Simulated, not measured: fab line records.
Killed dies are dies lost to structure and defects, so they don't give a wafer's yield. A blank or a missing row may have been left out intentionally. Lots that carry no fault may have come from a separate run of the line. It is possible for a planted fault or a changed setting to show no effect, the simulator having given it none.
Commonality check across tools    flow berkeleyCmos170    Sampled: 14 lots, 42 wafers

WHAT PROMPTED THE OPENING
2 of 14 lots carry a flag on the reading PFIELD_TW at UCB170_PFIELD_TW_MEAS_09. Wafers without a fault read 605, standard deviation 4.3.
Rule: flag the lot when none of its wafers has a number, or when each of its wafers that has one lies beyond 4 standard deviations from that mean. The other lots count as sound.

lot   measured     on            PFIELD_TW, wafer by wafer  flag
L879  day 4 17:23  filmMetro-03  597 602 598                
L877  day 4 17:24  filmMetro-01  612 611 606                
L876  day 4 17:31  filmMetro-02  608 607 610                
L878  day 4 17:47  filmMetro-02  609 608 608                
L881  day 5 06:46  filmMetro-03  599 598 593                
L880  day 5 07:03  filmMetro-02  701 706 704                FLAGGED
L882  day 5 21:05  filmMetro-01  702 702 701                FLAGGED
L890  day 7 12:29  filmMetro-02  608 607 604                
L892  day 7 23:03  filmMetro-01  608 608 607                
L893  day 7 23:07  filmMetro-02  608 609 610                
L895  day 8 15:58  filmMetro-01  606 606 606                
L897  day 8 23:08  filmMetro-03  603 602 601                
L898  day 9 07:38  filmMetro-03  599 599 602                
L899  day 9 08:05  filmMetro-03  605 604 602                
The numbers of the flagged lots are 703 on average: +98 against the usual, or +23 standard deviations.

WHICH TOOL EACH LOT WENT THROUGH
The record keeps 1 process step preceding the reading, out of 331 steps on the route. Every cell lists first the tool, next ch and the chambers used by the sampled wafers, and last the start.
lot   flag     UCB170_PFIELD_IMPLANT_07
L879           implanter-02 ch 0, day 4 17:10
L877           implanter-04 ch 0, day 4 17:11
L876           implanter-01 ch 0, day 4 17:17
L878           implanter-04 ch 0, day 4 17:32
L881           implanter-02 ch 0, day 5 06:32
L880  FLAGGED  implanter-04 ch 0, day 5 06:48
L882  FLAGGED  implanter-04 ch 0, day 5 20:52
L890           implanter-02 ch 0, day 7 12:15
L892           implanter-02 ch 0, day 7 22:48
L893           implanter-01 ch 0, day 7 22:53
L895           implanter-02 ch 0, day 8 15:45
L897           implanter-01 ch 0, day 8 22:53
L898           implanter-02 ch 0, day 9 07:23
L899           implanter-01 ch 0, day 9 07:50
What is done by these steps:
- UCB170_PFIELD_IMPLANT_07
- UCB170_PFIELD_TW_MEAS_09

FLAGGED AGAINST TOTAL, ONE TOOL AT A TIME (gauges that did the reading follow at the end)
step                      tool          lots run  flagged  share of the flagged lots  sound lots run after its first flagged lot
UCB170_PFIELD_IMPLANT_07  implanter-01  4         0        none                       -
UCB170_PFIELD_IMPLANT_07  implanter-02  6         0        none                       -
UCB170_PFIELD_IMPLANT_07  implanter-04  4         2        all                        0
UCB170_PFIELD_TW_MEAS_09  filmMetro-01  4         1        some                       2 (L892,L895)
UCB170_PFIELD_TW_MEAS_09  filmMetro-02  5         1        some                       2 (L890,L893)
UCB170_PFIELD_TW_MEAS_09  filmMetro-03  5         0        none                       -

WHAT IS ALLOWED BY THE TABLE
All flagged lots share 1 row of the table, namely implanter-04 at UCB170_PFIELD_IMPLANT_07.
- implanter-04 at UCB170_PFIELD_IMPLANT_07: 2 of its 4 lots flagged. Its last sound lot is L878 (day 4 17:32), its first flagged lot L880 (day 5 06:48): a fault that began between those two fits. Its own readings lie more than 4 standard deviations out on every wafer of the flagged lots: doseIonsCm2, faradayCurrentUA.
Just one tool remains: implanter-04 at UCB170_PFIELD_IMPLANT_07.

WHAT THE SIMULATOR HAD INSERTED
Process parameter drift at UCB170_PFIELD_IMPLANT_07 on implanter-04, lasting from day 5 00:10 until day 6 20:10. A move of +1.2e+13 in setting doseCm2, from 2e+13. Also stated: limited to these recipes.
Struck lots among those shown: L880, L882. This agrees with what the rule above found.
